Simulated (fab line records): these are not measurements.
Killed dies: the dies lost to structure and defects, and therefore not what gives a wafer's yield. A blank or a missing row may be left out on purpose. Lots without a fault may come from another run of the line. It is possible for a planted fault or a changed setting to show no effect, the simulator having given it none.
Split-lot experiment -- flow ritCmos -- 23 wafers read across 5 lots, on a route 202 steps long

THE SPLIT
At RIT_ACTIVE_OXIDATION_01 (target thk 46.8 nm, ox time 3360 s), the setting oxTimeS was moved away from the recipe's 3360 s on 15 of the 23 wafers read, by -11.5% to +8.0%. All remaining wafers had this setting at the recipe value.

Reading taken at the split's own step.

THE READING
SiO2_of_ACTIVE_OXIDATION_01.thkNm (the simulator's own value, which no gauge read), in nm, at RIT_ACTIVE_OXIDATION_01 (target thk 46.8 nm, ox time 3360 s). No usual value for it is given in the file. Across the 8 wafers here that went through the recipe, the average is 47.62 nm and the standard deviation 0.48 nm.

wafer,"tool, chamber at the split","oxTimeS as run, s",against the recipe,"SiO2_of_ACTIVE_OXIDATION_01.thkNm, nm",against lot-mates on the recipe
L075.1,"-, -",3041,-9.5%,42.52,no lot-mate on the recipe
L075.3,"-, -",3041,-9.5%,42.48,no lot-mate on the recipe
L075.4,"-, -",3041,-9.5%,43.08,no lot-mate on the recipe
L075.5,"-, -",3041,-9.5%,42.75,no lot-mate on the recipe
L075.6,"-, -",3041,-9.5%,41.94,no lot-mate on the recipe
L076.1,"-, -",3360,recipe,47.47,-
L076.2,"-, -",3360,recipe,48.2,-
L076.3,"-, -",3360,recipe,48.3,-
L076.4,"-, -",3360,recipe,47.71,-
L076.5,"-, -",3360,recipe,47.7,-
L078.1,"-, -",3630,+8.0%,48.35,no lot-mate on the recipe
L078.2,"-, -",3630,+8.0%,48.92,no lot-mate on the recipe
L078.3,"-, -",3630,+8.0%,48.39,no lot-mate on the recipe
L078.4,"-, -",3630,+8.0%,48.67,no lot-mate on the recipe
L078.6,"-, -",3630,+8.0%,48.03,no lot-mate on the recipe
L079.3,"furnace-04, 0",3360,recipe,46.65,-
L079.4,"furnace-04, 0",3360,recipe,47.34,-
L079.5,"furnace-04, 0",3360,recipe,47.58,-
L084.1,"-, -",2975,-11.5%,43.75,no lot-mate on the recipe
L084.2,"-, -",2975,-11.5%,43.75,no lot-mate on the recipe
L084.4,"-, -",2975,-11.5%,44.34,no lot-mate on the recipe
L084.5,"-, -",2975,-11.5%,43.41,no lot-mate on the recipe
L084.6,"-, -",2975,-11.5%,44.66,no lot-mate on the recipe

THE FIT
A straight line over all 23 wafers: SiO2_of_ACTIVE_OXIDATION_01.thkNm changes by +0.299 nm for each +1% of oxTimeS; r = +0.91; the points scatter about the line by 1.1 nm.
Too few moved wafers with a lot-mate on the recipe to fit a line net of each lot's own level.

THE FILE'S OWN FIT
SiO2_of_ACTIVE_OXIDATION_01.thkNm changes by +0.299 nm for each +1% of oxTimeS, r = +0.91.
